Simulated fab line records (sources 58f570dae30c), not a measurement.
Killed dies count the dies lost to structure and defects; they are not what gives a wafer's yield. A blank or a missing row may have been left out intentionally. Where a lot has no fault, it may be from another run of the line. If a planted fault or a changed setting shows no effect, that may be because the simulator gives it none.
What tool caused it? / flow berkeleyCmos170 / 14 lots with 42 wafers sampled at 5 steps, on a route of 331 steps

== WHAT EACH GAUGE READ, for each wafer ==
UCB170_SCREENOX_THK_MEAS_02. Usual: for SCREENOX_OXIDE_THK the level is 14.34 nm and the standard deviation is 0.26.
lot=L843; measured=day 6 11:07; on=filmMetro-02; SCREENOX_OXIDE_THK (nm)=14.91 14.76 14.92; flag=
lot=L842; measured=day 6 11:08; on=filmMetro-04; SCREENOX_OXIDE_THK (nm)=14.15 14.13 14.01; flag=
lot=L845; measured=day 7 02:59; on=filmMetro-04; SCREENOX_OXIDE_THK (nm)=14.74 14.78 14.75; flag=
lot=L847; measured=day 7 15:25; on=filmMetro-04; SCREENOX_OXIDE_THK (nm)=13.81 14.03 13.79; flag=
lot=L848; measured=day 8 00:19; on=filmMetro-03; SCREENOX_OXIDE_THK (nm)=14.65 14.57 14.38; flag=
lot=L853; measured=day 8 19:02; on=filmMetro-04; SCREENOX_OXIDE_THK (nm)=14.36 14.43 14.41; flag=
lot=L855; measured=day 9 06:47; on=filmMetro-04; SCREENOX_OXIDE_THK (nm)=14.35 14.63 14.15; flag=
lot=L856; measured=day 9 15:06; on=filmMetro-03; SCREENOX_OXIDE_THK (nm)=14.58 14.47 14.76; flag=
lot=L858; measured=day 10 11:42; on=filmMetro-02; SCREENOX_OXIDE_THK (nm)=14.26 14.09 14.48; flag=
lot=L859; measured=day 10 11:42; on=filmMetro-03; SCREENOX_OXIDE_THK (nm)=13.85 14.05 14.05; flag=
lot=L862; measured=day 10 18:21; on=filmMetro-02; SCREENOX_OXIDE_THK (nm)=14.23 14.34 14.48; flag=
lot=L863; measured=day 10 18:22; on=filmMetro-03; SCREENOX_OXIDE_THK (nm)=14.67 14.46 14.49; flag=
lot=L861; measured=day 10 18:25; on=filmMetro-04; SCREENOX_OXIDE_THK (nm)=14.05 14.04 14.18; flag=
lot=L864; measured=day 11 04:58; on=filmMetro-02; SCREENOX_OXIDE_THK (nm)=14.11 14.32 14.53; flag=

UCB170_PVT_TW_MEAS_09. Usual: for PVT_TW the level is 505 and the standard deviation is 3.4.
lot=L843; measured=day 6 20:42; on=filmMetro-03; PVT_TW=507 510 507; flag=
lot=L842; measured=day 6 21:04; on=filmMetro-03; PVT_TW=510 508 505; flag=
lot=L845; measured=day 7 12:52; on=filmMetro-01; PVT_TW=501 503 502; flag=
lot=L847; measured=day 7 23:46; on=filmMetro-01; PVT_TW=500 502 502; flag=
lot=L848; measured=day 8 12:29; on=filmMetro-01; PVT_TW=503 500 501; flag=
lot=L853; measured=day 9 08:41; on=filmMetro-02; PVT_TW=501 503 506; flag=
lot=L855; measured=day 9 18:06; on=filmMetro-01; PVT_TW=502 501 501; flag=
lot=L856; measured=day 10 00:52; on=filmMetro-01; PVT_TW=504 503 501; flag=
lot=L858; measured=day 10 23:46; on=filmMetro-01; PVT_TW=503 502 501; flag=
lot=L859; measured=day 10 23:50; on=filmMetro-03; PVT_TW=510 508 509; flag=
lot=L862; measured=day 11 04:25; on=filmMetro-01; PVT_TW=502 502 503; flag=
lot=L863; measured=day 11 04:35; on=filmMetro-03; PVT_TW=509 506 509; flag=
lot=L861; measured=day 11 04:18; on=filmMetro-03; PVT_TW=509 508 509; flag=
lot=L864; measured=day 11 14:37; on=filmMetro-02; PVT_TW=506 508 505; flag=

UCB170_PLDD_TW_MEAS_11. Usual: for PLDD_TW the level is 1002 and the standard deviation is 8.1.
lot=L843; measured=day 7 17:16; on=filmMetro-03; PLDD_TW=1009 1017 1015; flag=
lot=L842; measured=day 7 17:34; on=filmMetro-03; PLDD_TW=1013 1007 1011; flag=
lot=L845; measured=day 8 06:00; on=filmMetro-02; PLDD_TW=30 30 30; flag=OFF
lot=L847; measured=day 8 19:37; on=filmMetro-02; PLDD_TW=30 30 30; flag=OFF
lot=L848; measured=day 9 10:35; on=filmMetro-03; PLDD_TW=1004 1000 1011; flag=
lot=L853; measured=day 10 01:41; on=filmMetro-04; PLDD_TW=990 994 994; flag=
lot=L855; measured=day 10 10:06; on=filmMetro-04; PLDD_TW=993 998 992; flag=
lot=L856; measured=day 10 22:18; on=filmMetro-03; PLDD_TW=1008 1014 1014; flag=
lot=L858; measured=day 11 13:14; on=filmMetro-04; PLDD_TW=996 997 1000; flag=
lot=L859; measured=day 11 13:44; on=filmMetro-04; PLDD_TW=994 992 991; flag=
lot=L862; measured=day 11 23:37; on=filmMetro-04; PLDD_TW=995 1002 1000; flag=
lot=L863; measured=day 11 23:31; on=filmMetro-03; PLDD_TW=1006 1011 1013; flag=
lot=L861; measured=day 11 22:49; on=filmMetro-02; PLDD_TW=1007 1008 1010; flag=
lot=L864; measured=day 12 05:10; on=filmMetro-03; PLDD_TW=1008 1006 1015; flag=

== WHICH TOOL RAN EACH LOT (tool, then ch and the chambers of the sampled wafers, then the start) ==
lot=L843; UCB170_GATE_ETCH_14=rieDiel-02 ch 0,1,2, day 7 14:55; UCB170_PLDD_DEVELOP_05=lithoTrack-02 ch 0, day 7 16:00
lot=L842; UCB170_GATE_ETCH_14=rieDiel-03 ch 0,3, day 7 15:12; UCB170_PLDD_DEVELOP_05=lithoTrack-02 ch 0, day 7 16:00
lot=L845; UCB170_GATE_ETCH_14=rieDiel-03 ch 1,2,3, day 8 03:40; UCB170_PLDD_DEVELOP_05=lithoTrack-02 ch 0, day 8 05:00
lot=L847; UCB170_GATE_ETCH_14=rieDiel-02 ch 2,3, day 8 17:40; UCB170_PLDD_DEVELOP_05=lithoTrack-02 ch 0, day 8 18:00
lot=L848; UCB170_GATE_ETCH_14=rieDiel-02 ch 0,1, day 9 08:19; UCB170_PLDD_DEVELOP_05=lithoTrack-01 ch 0, day 9 09:00
lot=L853; UCB170_GATE_ETCH_14=rieDiel-04 ch 0,1,3, day 9 23:36; UCB170_PLDD_DEVELOP_05=lithoTrack-01 ch 0, day 10 01:00
lot=L855; UCB170_GATE_ETCH_14=rieDiel-03 ch 0,1,2, day 10 07:50; UCB170_PLDD_DEVELOP_05=lithoTrack-03 ch 0, day 10 09:00
lot=L856; UCB170_GATE_ETCH_14=rieDiel-02 ch 0,2,3, day 10 19:56; UCB170_PLDD_DEVELOP_05=lithoTrack-03 ch 0, day 10 21:00
lot=L858; UCB170_GATE_ETCH_14=rieDiel-02 ch 0,3, day 11 11:07; UCB170_PLDD_DEVELOP_05=lithoTrack-01 ch 0, day 11 12:00
lot=L859; UCB170_GATE_ETCH_14=rieDiel-03 ch 1,3, day 11 11:23; UCB170_PLDD_DEVELOP_05=lithoTrack-02 ch 0, day 11 12:00
lot=L862; UCB170_GATE_ETCH_14=rieDiel-03 ch 0,1,2, day 11 20:09; UCB170_PLDD_DEVELOP_05=lithoTrack-02 ch 0, day 11 22:00
lot=L863; UCB170_GATE_ETCH_14=rieDiel-04 ch 0,1,3, day 11 20:23; UCB170_PLDD_DEVELOP_05=lithoTrack-03 ch 0, day 11 22:00
lot=L861; UCB170_GATE_ETCH_14=rieDiel-02 ch 0,2,3, day 11 19:40; UCB170_PLDD_DEVELOP_05=lithoTrack-02 ch 0, day 11 22:00
lot=L864; UCB170_GATE_ETCH_14=rieDiel-04 ch 0,1, day 12 02:45; UCB170_PLDD_DEVELOP_05=lithoTrack-02 ch 0, day 12 04:00
- UCB170_GATE_ETCH_14: etches BARC in N2/H2.
- UCB170_PLDD_DEVELOP_05: develop time 45 s.

== WHAT THE TOOLS THEMSELVES READ (means of the sampled wafers that have a number; where no wafer has one, the mark that the record gives instead) ==
UCB170_GATE_ETCH_14. Usual: drypumpMotorCurrentA 5.9 A, standard deviation 0.36; oesProductAu 0.990 a.u., standard deviation 0.022; throttleValvePct 13.34 %, standard deviation 0.23.
lot=L843; tool=rieDiel-02; drypumpMotorCurrentA (A)=6.0; oesProductAu (a.u.)=0.998; throttleValvePct (%)=13.33; flag=
lot=L842; tool=rieDiel-03; drypumpMotorCurrentA (A)=5.4; oesProductAu (a.u.)=1.016; throttleValvePct (%)=13.38; flag=
lot=L845; tool=rieDiel-03; drypumpMotorCurrentA (A)=6.0; oesProductAu (a.u.)=0.984; throttleValvePct (%)=13.45; flag=
lot=L847; tool=rieDiel-02; drypumpMotorCurrentA (A)=6.4; oesProductAu (a.u.)=0.990; throttleValvePct (%)=13.61; flag=
lot=L848; tool=rieDiel-02; drypumpMotorCurrentA (A)=5.9; oesProductAu (a.u.)=0.995; throttleValvePct (%)=13.21; flag=
lot=L853; tool=rieDiel-04; drypumpMotorCurrentA (A)=5.9; oesProductAu (a.u.)=0.974; throttleValvePct (%)=13.13; flag=
lot=L855; tool=rieDiel-03; drypumpMotorCurrentA (A)=5.9; oesProductAu (a.u.)=1.003; throttleValvePct (%)=13.38; flag=
lot=L856; tool=rieDiel-02; drypumpMotorCurrentA (A)=6.2; oesProductAu (a.u.)=0.984; throttleValvePct (%)=13.50; flag=
lot=L858; tool=rieDiel-02; drypumpMotorCurrentA (A)=6.1; oesProductAu (a.u.)=0.987; throttleValvePct (%)=13.48; flag=
lot=L859; tool=rieDiel-03; drypumpMotorCurrentA (A)=5.8; oesProductAu (a.u.)=0.969; throttleValvePct (%)=13.41; flag=
lot=L862; tool=rieDiel-03; drypumpMotorCurrentA (A)=5.9; oesProductAu (a.u.)=1.008; throttleValvePct (%)=13.38; flag=
lot=L863; tool=rieDiel-04; drypumpMotorCurrentA (A)=5.9; oesProductAu (a.u.)=0.977; throttleValvePct (%)=13.13; flag=
lot=L861; tool=rieDiel-02; drypumpMotorCurrentA (A)=6.2; oesProductAu (a.u.)=1.000; throttleValvePct (%)=13.49; flag=
lot=L864; tool=rieDiel-04; drypumpMotorCurrentA (A)=5.9; oesProductAu (a.u.)=0.969; throttleValvePct (%)=13.10; flag=

== THE ANSWER, worked out from the rows above alone ==
Rule: a lot counts as off when the mean over its wafers that have a number is more than 3 standard deviations away from the usual mean. Also off: a lot with no number at a reading for which 4 or more lots have one. Any other lot the step has rows for is counted as sound. Order of review: gauges by route order, followed by the tools' own readings, for which a lot's mean as printed above is used. The first step at which some lot is off is used, and at that step the reading that is off furthest; a lot without a number counts as furthest.
Off: L845, L847, seen at UCB170_PLDD_TW_MEAS_11 (PLDD_TW).
If a tool, at a process step before that reading, ran all the lots that are off and no sound lot after the first of them, it fits. Those tools and the gauges at UCB170_PLDD_TW_MEAS_11 are tried in the same way. None of those tried fits.

== WHAT THE SIMULATOR PUT IN ==
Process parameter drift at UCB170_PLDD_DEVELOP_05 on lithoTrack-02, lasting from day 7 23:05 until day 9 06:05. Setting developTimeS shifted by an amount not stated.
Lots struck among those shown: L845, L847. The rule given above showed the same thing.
